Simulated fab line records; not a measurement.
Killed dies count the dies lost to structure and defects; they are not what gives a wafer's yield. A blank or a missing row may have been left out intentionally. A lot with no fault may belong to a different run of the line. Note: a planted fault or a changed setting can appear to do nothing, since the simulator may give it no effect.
A struck lot beside a sound one || flow rit-cmos || 21 steps out of a route of 202
Sound: the wafers L970.1, L970.2, L970.3. The struck wafers were L976.1, L976.3, L976.6. The cause is given at the end.
Order at every step that has rows: each side's tool, ch and its chambers, its first start. Under that, the readings that differ: sound wafers || struck wafers || difference of the means || sigmas: that difference in standard deviations of wafers without a fault.
alike: a reading whose means differ by less than 2 such deviations, as well as words and numbers matching on both sides. not compared: withheld readings; readings where some wafer has no value; bounds like >300 that might hide an equal value; numbers whose values overlap and for which the record gives no deviation.
A row with sigmas, a row that says differs or no value, or rows on one side alone: a step with any of these is where the two part. Numbers that don't overlap but have no deviation are shown without sigmas and don't part them. A reading missing from all wafers of one side parts the sides only when that side holds two or more wafers.

first, 6 steps without rows for these wafers: RIT_NLDD_HMDS_00 (prime time 60 s); RIT_NLDD_COAT_01 (resist thk 1000 nm); RIT_NLDD_SOFTBAKE_02 (time 60 s); RIT_NLDD_EXPOSE_03 (exposes mask M7, target cd 40700 nm); RIT_NLDD_PEB_04; RIT_NLDD_DEVELOP_05 (develop time 50 s).
RIT_NLDD_OVL_MEAS_06:
  sound: overlay-01 at day 2 23:15; struck: overlay-02 at day 4 04:35
  alike: NLDD_OVL
then, 2 steps without rows for these wafers: RIT_NLDD_HARDBAKE_07 (time 60 s); RIT_NLDD_IMPLANT_08.
RIT_NLDD_STRIP_09: strips in O2, time 180 s.
  sound on plasma-asher-02 ch 0,1, day 2 23:35; struck on plasma-asher-01 ch 0,1, day 4 04:55
  alike: drypump-motor-current-A
  not compared: rf-hours-counter-h
RIT_NLDD_TW_MEAS_10:
  sound: film-metro-04 at day 2 23:46; struck: film-metro-01 at day 4 05:05
  alike: NLDD_TW
then, 1 step without rows for these wafers: RIT_PLDD_HMDS_00 (prime time 60 s).
RIT_PLDD_COAT_01: resist thk 1000 nm.
  sound on litho-track-04 ch 0, day 2 23:58; struck on litho-track-03 ch 0, day 4 05:18
{"reading": "spin-speed-rpm (rpm)", "sound": "3249.0 3248.2 3251.9", "struck": "3177.0 3183.3 3179.9", "difference": -69.6, "sigmas": -33}
{"reading": "model.NOVOLAK_of_PLDD_COAT_01.thk-nm (nm)", "sound": "1000 1001 998.2", "struck": "1013 1013 1012", "difference": "+13", "sigmas": ""}
then, 4 steps without rows for these wafers: RIT_PLDD_SOFTBAKE_02 (time 60 s); RIT_PLDD_EXPOSE_03 (exposes mask M8, target cd 40900 nm); RIT_PLDD_PEB_04; RIT_PLDD_DEVELOP_05 (develop time 50 s).
RIT_PLDD_OVL_MEAS_06:
  sound: overlay-02 at day 3 00:40; struck: overlay-02 at day 4 06:08
  alike: PLDD_OVL
RIT_PLDD_HARDBAKE_07: time 60 s.
  sound on litho-track-04 ch 0, day 3 00:43; struck on litho-track-01 ch 0, day 4 06:10
{"reading": "model.NOVOLAK_of_PLDD_COAT_01.thk-nm (nm)", "sound": "884.2 884.3 882.2", "struck": "894.9 895.3 894", "difference": "+11.2", "sigmas": ""}
then, 2 steps without rows for these wafers: RIT_PLDD_IMPLANT_08; RIT_M1_PROBE_99.

## WHERE THEY PART
RIT_PLDD_COAT_01 only, going by this record. Later steps at which nothing parts them and some readings are alike: RIT_PLDD_OVL_MEAS_06.

WHY: whatever the simulator had introduced
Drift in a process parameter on litho-track-03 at RIT_PLDD_COAT_01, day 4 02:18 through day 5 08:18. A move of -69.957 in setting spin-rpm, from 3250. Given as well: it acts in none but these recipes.
